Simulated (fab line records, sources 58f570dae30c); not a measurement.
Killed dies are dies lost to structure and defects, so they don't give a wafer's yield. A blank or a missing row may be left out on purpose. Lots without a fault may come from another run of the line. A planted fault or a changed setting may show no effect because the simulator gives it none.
One fault seen from 2 desks | flow berkeley_cmos170 | each desk has only its own numbers; what lay behind them comes last

THE METROLOGY DESK
What the gauges read, lot by lot, whatever tool the lot ran on: means of the sampled wafers that have a number. A lot is out of limits, marked OUT, if its mean lies more than 4 standard deviations from the usual mean; the brackets give that distance.
Columns: A = cd_nm at UCB170_M2_CD_MEAS_15, usual 699.6 nm; B = cd_nm at UCB170_M3_CD_MEAS_15, usual 699.7 nm
lot  | first seen here | A     | B
L212 | day 7 05:59     | 698.7 | 699.9
L214 | day 7 12:07     | 698.7 | 701.1
L213 | day 7 12:07     | 701.5 | 700.5
L215 | day 7 22:01     | 699.7 | 699.5
L217 | day 7 22:17     | 699.2 | 698.1
L216 | day 7 22:30     | 698.4 | 699.0
L218 | day 8 11:53     | 702.3 | 698.3
L221 | day 9 16:31     | 698.0 | 702.8
L223 | day 9 17:34     | 700.2 | 699.1
L227 | day 10 07:19    | 700.4 | 699.0
L228 | day 10 21:36    | 700.2 | 697.6
L230 | day 11 09:32    | 700.7 | 699.1
L231 | day 11 09:46    | 698.5 | 699.5
L234 | day 12 16:19    | 700.5 | 699.3
L235 | day 12 16:35    | 699.8 | 700.3
This desk's finding: nothing out of limits on any of the 15 lots.

THE TOOL OWNER'S DESK: rie_diel-03
The tool's own readings at UCB170_M1_ETCH_11 (etches BARC in N2/H2): means of the sampled wafers that have a number, for each lot that ran on this tool. A lot is out of limits, marked OUT, if its mean lies more than 4 standard deviations from the usual mean; the brackets give that distance.
Columns: A = drypump_motor_current_A at UCB170_M1_ETCH_11, usual 5.7 A; B = h2_flow_sccm at UCB170_M1_ETCH_11, usual 200.0 sccm; C = oes_product_au at UCB170_M1_ETCH_11, usual 1.000 a.u.; D = throttle_valve_pct at UCB170_M1_ETCH_11, usual 13.28 %
lot  | first seen here | A   | B     | C     | D
L212 | day 6 21:53     | 5.3 | 200.0 | 0.979 | 13.30
L213 | day 7 02:10     | 5.1 | 200.7 | 0.995 | 13.19
L215 | day 7 13:24     | 5.7 | 199.6 | 1.001 | 13.28
L217 | day 7 13:40     | 5.6 | 200.1 | 0.982 | 13.28
L221 | day 9 02:52     | 5.6 | 200.4 | 1.007 | 13.29
L223 | day 9 03:34     | 5.6 | 200.2 | 1.012 | 13.30
L227 | day 9 22:32     | 5.7 | 199.0 | 1.012 | 13.29
This desk's finding: nothing out of limits on any of the 7 lots.

PUT TOGETHER
The metrology desk saw nothing out of limits.
The tool owner's desk saw nothing out of limits.

WHAT THE SIMULATOR HAD PUT IN
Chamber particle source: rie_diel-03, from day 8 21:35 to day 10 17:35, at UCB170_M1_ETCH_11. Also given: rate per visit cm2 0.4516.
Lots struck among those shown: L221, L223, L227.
